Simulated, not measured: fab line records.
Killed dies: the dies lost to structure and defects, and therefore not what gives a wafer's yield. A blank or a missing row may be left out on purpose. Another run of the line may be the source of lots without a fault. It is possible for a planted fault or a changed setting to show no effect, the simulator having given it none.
Which of the tools did it? ; flow berkeley_cmos170 ; 13 lots, 39 wafers sampled, at 3 steps of a route of 331

WHAT THE GAUGES READ, wafer by wafer
UCB170_NVT_OVL_MEAS_06.
lot;measured;on;NVT_OVL (nm)
L265;day 5 03:47;overlay-02;-4 3 -1
L268;day 6 05:43;overlay-02;4 2 -4
L269;day 6 13:34;overlay-01;6 4 5
L272;day 7 04:02;overlay-01;-9 -6 -1
L273;day 7 14:50;overlay-01;6 -7 -2
L274;day 8 01:16;overlay-02;0 -8 2
L275;day 8 01:32;overlay-02;- - -
L278;day 8 12:47;overlay-02;-3 2 -1
L279;day 8 13:04;overlay-01;-4 -6 -8
L285;day 9 19:57;overlay-02;0 -1 0
L286;day 10 05:08;overlay-02;7 3 6
L287;day 10 05:25;overlay-01;5 4 -4
L288;day 10 05:40;overlay-02;8 14 6

UCB170_NVT_TW_MEAS_09.
lot;measured;on;NVT_TW
L265;day 5 04:04;film_metro-04;521 515 519
L268;day 6 06:01;film_metro-03;520 518 522
L269;day 6 13:50;film_metro-03;519 518 519
L272;day 7 04:19;film_metro-04;519 519 521
L273;day 7 15:07;film_metro-04;520 519 520
L274;day 8 01:33;film_metro-01;514 512 512
L275;day 8 01:49;film_metro-03;30 30 30
L278;day 8 13:04;film_metro-04;523 524 526
L279;day 8 13:22;film_metro-01;511 514 513
L285;day 9 20:14;film_metro-01;516 511 513
L286;day 10 05:25;film_metro-01;513 518 515
L287;day 10 05:42;film_metro-03;520 520 519
L288;day 10 05:58;film_metro-01;513 515 517

EACH LOT AND THE TOOL THAT RAN IT (in order: tool; ch and the chambers of the sampled wafers; start)
lot;UCB170_NVT_EXPOSE_03
L265;krf_scanner-01 ch 0, day 5 03:05
L268;krf_scanner-01 ch 0, day 6 04:59
L269;krf_scanner-01 ch 0, day 6 12:26
L272;krf_scanner-02 ch 0, day 7 03:34
L273;krf_scanner-02 ch 0, day 7 14:26
L274;krf_scanner-01 ch 0, day 8 00:40
L275;krf_scanner-02 ch 0, day 8 01:08
L278;krf_scanner-01 ch 0, day 8 12:25
L279;krf_scanner-02 ch 0, day 8 12:40
L285;krf_scanner-01 ch 0, day 9 19:25
L286;krf_scanner-01 ch 0, day 10 04:32
L287;krf_scanner-02 ch 0, day 10 04:48
L288;krf_scanner-01 ch 0, day 10 05:02
- UCB170_NVT_EXPOSE_03: exposes mask PWELL, target cd 3000 nm.

AS READ BY THE TOOLS THEMSELVES (means over the sampled wafers that have a number; for cases with no such wafer, the mark the record gives instead)
The record holds no such reading with a usual standard deviation.

THE ANSWER, worked out from the rows above alone
Rule: usual is defined by the lots themselves. The widest of any qualifying gaps counts: lots, ordered by their means at a reading, are off when they make up no more than a third of the lots, leave a main group of 4 or more, and stand apart from it by 3 or more times the standard deviation of that group's means. The tables above print the reading to a certain number of digits; a main group whose means all agree to those digits is not used. A lot without any number at a reading at which 4 lots or more have one is off too. Any other lot the step has rows for is counted as sound. After the gauges, taken in route order, come the tools' own readings; for these a lot's mean is taken, as printed above. The first step at which some lot is off is used, and at that step the reading that is off furthest; a lot without a number counts as furthest.
Off: at UCB170_NVT_OVL_MEAS_06 (NVT_OVL), L275. Without a number there: L275. Main group: mean 1 nm, sd 4.2.
If a tool, at a process step before that reading, ran all the lots that are off and no sound lot after the first of them, it fits. Not tried: the gauges at UCB170_NVT_OVL_MEAS_06; whatever is off there is also off at UCB170_NVT_TW_MEAS_09, on other tools, and gauge error can't account for it. No candidate that was tried fits.

WHAT THE SIMULATOR HAD PUT IN
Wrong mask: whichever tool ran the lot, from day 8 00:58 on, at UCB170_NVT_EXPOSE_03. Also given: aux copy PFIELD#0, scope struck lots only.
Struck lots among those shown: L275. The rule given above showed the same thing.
